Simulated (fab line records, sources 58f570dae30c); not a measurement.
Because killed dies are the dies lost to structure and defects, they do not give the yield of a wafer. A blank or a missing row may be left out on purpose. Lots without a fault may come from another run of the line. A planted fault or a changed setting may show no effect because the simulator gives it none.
One fault seen from 2 desks :: flow berkeley cmos170 :: only its own numbers are on each desk; what lay behind them is given at the end

## METROLOGY DESK
Means of the sampled wafers that have a number, per lot and without regard to the tool the lot ran on: this is what the gauges read. Marked OUT: a lot whose mean sits more than 4 standard deviations from the usual mean, which makes it out of limits; the brackets give that distance.
Columns: A = PWELL_OVL at UCB170_PWELL_OVL_MEAS_13, usual -6 nm; B = NVT_TW at UCB170_NVT_TW_MEAS_09, usual 530; C = PLDD_TW at UCB170_PLDD_TW_MEAS_11, usual 1015
lot: L268
first seen here: day 3 02:30
A: -4
B: 531
C: 1006

lot: L269
first seen here: day 3 16:50
A: -12
B: 528
C: 1005

lot: L270
first seen here: day 3 23:59
A: -8
B: 531
C: 1011

lot: L271
first seen here: day 4 00:16
A: -7
B: 528
C: 1010

lot: L272
first seen here: day 4 09:56
A: -5
B: 533
C: 1010

lot: L273
first seen here: day 4 13:30
A: 0
B: 530
C: 1009

lot: L276
first seen here: day 4 23:58
A: -0
B: 524
C: 1012

lot: L277
first seen here: day 5 14:43
A: -3
B: 523
C: 1010

lot: L280
first seen here: day 6 00:59
A: 3
B: 524
C: 1022

lot: L281
first seen here: day 6 06:38
A: -5
B: 549 (+5.1) OUT
C: 1017

lot: L283
first seen here: day 6 13:39
A: -4
B: 534
C: 1025

lot: L282
first seen here: day 6 13:45
A: -4
B: 556 (+7.1) OUT
C: 1005

lot: L284
first seen here: day 7 02:54
A: -9
B: 534
C: 1013

lot: L286
first seen here: day 7 10:01
A: -10
B: 556 (+7.0) OUT
C: 1016

lot: L290
first seen here: day 7 23:52
A: -9
B: 533
C: 1015
This desk finds L281, L282, L286 out of limits, with the earliest case on L281 at day 9 13:41 (NVT_TW at UCB170_NVT_TW_MEAS_09). Within limits: L268, L269, L270, L271, L272, L273, L276, L277, L280, L283, L284, L290.

## TOOL OWNER'S DESK, implanter-02
The tool's own readings at UCB170_NVT_IMPLANT_07, given as means over the sampled wafers that have a number, one for each lot that went through this tool. Marked OUT: a lot whose mean sits more than 4 standard deviations from the usual mean, which makes it out of limits; the brackets give that distance.
Columns: A = dose ions cm2 at UCB170_NVT_IMPLANT_07, usual 3e+12; B = faraday current uA at UCB170_NVT_IMPLANT_07, usual 9.52
lot: L276
first seen here: day 8 02:49
A: 3e+12
B: 9.52

lot: L280
first seen here: day 9 08:59
A: 3e+12
B: 9.54

lot: L281
first seen here: day 9 13:26
A: 3e+12 (+99 or more) OUT
B: 10.95 (+8.4) OUT

lot: L282
first seen here: day 10 00:40
A: 3e+12 (+99 or more) OUT
B: 10.96 (+8.5) OUT

lot: L286
first seen here: day 10 09:32
A: 3e+12 (+99 or more) OUT
B: 11.24 (+10) OUT
This desk's verdict: out of limits on L281, L282, L286, starting with L281 at day 9 13:26 (dose ions cm2 at UCB170_NVT_IMPLANT_07). Within limits: L276, L280.

## BROUGHT TOGETHER
The tool owner's desk had the chance to raise an alarm at day 9 13:26 on L281, L282, L286.
At day 9 13:41 the metrology desk could have sounded an alarm, on L281, L282, L286.
Every lot named ran UCB170_NVT_IMPLANT_07 on implanter-02.

## WHAT THE SIMULATOR HAD INSERTED
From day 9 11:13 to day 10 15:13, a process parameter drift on implanter-02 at UCB170_NVT_IMPLANT_07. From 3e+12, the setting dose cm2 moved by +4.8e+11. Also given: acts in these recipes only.
Shown lots that were struck: L281, L282, L286.
Fault start to first reading out of limits, in hours, per desk: tool owner, 2; metrology, 2.
